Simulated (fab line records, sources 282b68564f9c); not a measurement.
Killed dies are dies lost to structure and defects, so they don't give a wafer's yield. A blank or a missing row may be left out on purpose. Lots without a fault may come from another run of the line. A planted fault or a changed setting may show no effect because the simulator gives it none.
Which tool did it? | flow rit_cmos | 14 lots, 42 wafers sampled, at 2 steps of a route of 202

WHAT THE GAUGES READ, wafer by wafer
The record holds no reading of a measuring or inspecting step that can be judged against a usual standard deviation.

WHICH TOOL RAN EACH LOT (tool, then ch and the chambers of the sampled wafers, then the start)
lot  | RIT_ACTIVE_SOFTBAKE_07           | RIT_M1_PROBE_99
L785 | litho_track-03 ch 0, day 1 18:55 | prober-01, day 3 19:29
L786 | litho_track-03 ch 0, day 2 00:42 | -
L787 | litho_track-01 ch 0, day 2 07:20 | prober-01, day 4 05:00
L788 | litho_track-04 ch 0, day 2 10:53 | -
L790 | litho_track-04 ch 0, day 2 20:52 | -
L791 | litho_track-01 ch 0, day 3 02:08 | -
L792 | litho_track-04 ch 0, day 3 06:18 | -
L793 | litho_track-01 ch 0, day 3 11:47 | prober-02, day 5 16:29
L794 | litho_track-01 ch 0, day 3 21:14 | -
L795 | litho_track-03 ch 0, day 3 21:20 | prober-02, day 5 21:31
L796 | litho_track-01 ch 0, day 4 02:38 | -
L798 | litho_track-01 ch 0, day 4 14:03 | -
L806 | litho_track-03 ch 0, day 6 04:19 | -
L807 | litho_track-03 ch 0, day 6 09:02 | prober-02, day 8 07:41
- RIT_ACTIVE_SOFTBAKE_07: time 60 s.
- RIT_M1_PROBE_99

WHAT THE TOOLS THEMSELVES READ (means of the sampled wafers that have a number; where no wafer has one, the mark that the record gives instead)
RIT_ACTIVE_SOFTBAKE_07.
lot  | tool           | heater_power_total_W (W) | plate_temp_C (C)
L785 | litho_track-03 | 34.56                    | 90.02
L786 | litho_track-03 | 34.59                    | 89.99
L787 | litho_track-01 | 34.54                    | 89.96
L788 | litho_track-04 | 34.60                    | 90.03
L790 | litho_track-04 | 34.54                    | 89.91
L791 | litho_track-01 | 34.55                    | 89.93
L792 | litho_track-04 | 34.59                    | 90.22
L793 | litho_track-01 | 34.55                    | 89.84
L794 | litho_track-01 | 34.55                    | 89.93
L795 | litho_track-03 | 34.52                    | 89.90
L796 | litho_track-01 | 36.25                    | 92.94
L798 | litho_track-01 | 36.26                    | 93.30
L806 | litho_track-03 | 34.57                    | 90.06
L807 | litho_track-03 | 34.56                    | 90.12

RIT_M1_PROBE_99.
lot  | tool      | killed_at_contacts | killed_at_front_end | killed_dies | killed_open | killed_short
L785 | prober-01 | 0.0                | 7.7                 | 7.7         | 4.3         | 3.3
L787 | prober-01 | 0.0                | 10.3                | 10.3        | 4.7         | 5.3
L793 | prober-02 | 0.0                | 5.7                 | 5.7         | 3.0         | 2.7
L795 | prober-02 | 0.3                | 6.3                 | 6.7         | 3.7         | 3.0
L807 | prober-02 | 0.3                | 12.0                | 12.3        | 5.0         | 7.3

THE ANSWER, worked out from the rows above alone
Rule: what is usual is taken from the lots themselves. Put in order of their means at a reading, lots are off if they are a third of the lots or fewer, leave a main group of 4 or more, and stand apart from it by a gap of 3 or more times the standard deviation of the main group's means; of several such gaps the widest counts. A main group whose means are all the same, to the digits that the tables above print for the reading, isn't used. A lot without any number at a reading at which 4 lots or more have one is off too. The other lots that the step has rows for count as sound. The gauges are gone through in route order, then the tools' own readings, and for those a lot's mean is taken as printed above. The first step at which some lot is off is used, and at that step the reading that is off furthest; a lot without a number counts as furthest.
Off: L796, L798, at RIT_ACTIVE_SOFTBAKE_07 (heater_power_total_W). The main group: mean 34.56 W, standard deviation 0.023.
A tool fits if, at that step or a process step before it, it ran every lot that is off, and no sound lot after the first of them. One fits: litho_track-01 at RIT_ACTIVE_SOFTBAKE_07. Its last sound lot is L794 (day 3 21:14), its first lot that is off L796 (day 4 02:38): a fault that began between those two fits.
The tool's own readings at RIT_ACTIVE_SOFTBAKE_07 bear it out: on the lots that are off they differ by more than 5 times the standard deviation of the sound lots' means. heater_power_total_W reads 36.25 W there against 34.56 W on the sound lots; plate_temp_C reads 93.12 C there against 89.99 C on the sound lots.

WHAT THE SIMULATOR HAD PUT IN
Process parameter drift: litho_track-01, from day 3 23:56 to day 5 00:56, at RIT_ACTIVE_SOFTBAKE_07. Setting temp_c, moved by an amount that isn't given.
Lots struck among those shown: L796, L798. The rule above found the same.
